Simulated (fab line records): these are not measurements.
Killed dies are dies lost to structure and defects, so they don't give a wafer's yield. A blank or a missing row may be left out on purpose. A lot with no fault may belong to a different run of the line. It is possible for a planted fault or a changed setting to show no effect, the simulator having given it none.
Matching of chambers ; flow berkeley cmos170 ; UCB170_M1_ETCH_11 on rie diel-01 has 4 sister chambers
The step etches BARC in N2/H2. 14 wafers are shown with their chamber, then 7 later ones without.

WAFERS, EACH WITH ITS CHAMBER
wafer;chamber;throttle valve pct (%);oes product au (a.u.)
L583.3;2;13.36;0.991
L583.5;1;13.31;1.004
L583.6;2;13.37;0.987
L587.1;2;13.38;0.991
L587.3;0;13.34;1.000
L587.5;2;13.36;1.001
L588.2;1;13.31;1.001
L588.4;0;13.33;0.990
L588.5;0;13.35;0.992
L591.1;2;13.36;0.994
L591.4;3;13.00;1.009
L591.5;3;13.01;1.018
L594.2;3;12.99;1.013
L594.4;2;13.35;0.996

SIGNATURES, as means of the wafers listed above
reading;chamber 0;chamber 1;chamber 2;chamber 3;scatter within a chamber
throttle valve pct;13.3400;13.3100;13.3633;13.0000;0.00966
oes product au;0.99400;1.00250;0.99333;1.01333;0.00467
Rule: for each reading, subtract the chamber's mean from the wafer's reading, divide by that reading's scatter and square the result; add these up over the readings and take the root, which gives the wafer's distance from the chamber. The wafer belongs to the nearest chamber; if the next one is less than 2 further off, it can't be placed. The scatter: the root of (the sum of the squares of (reading less its chamber's mean) over the shown wafers, divided by (wafers less chambers)).

WAFERS WITHOUT THEIR CHAMBER
wafer;throttle valve pct (%);oes product au (a.u.)
L594.5;13.37;0.999
L599.1;13.36;0.995
L599.5;13.37;0.999
L599.6;12.99;1.017
L601.2;13.37;1.004
L601.4;13.31;1.016
L601.6;13.35;0.992

THE CHAMBER EACH PASSED THROUGH
wafer;from the rows above;in truth
L594.5;can't be placed: 2 or 0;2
L599.1;can't be placed: 2 or 0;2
L599.5;can't be placed: 2 or 0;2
L599.6;3;3
L601.2;can't be placed: 2 or 0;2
L601.4;1;1
L601.6;can't be placed: 0 or 2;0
Correctly placed: 2 of 7. From these rows, 5 cannot be placed; in 5 the true chamber is one of the candidates. 0 placed wrongly.
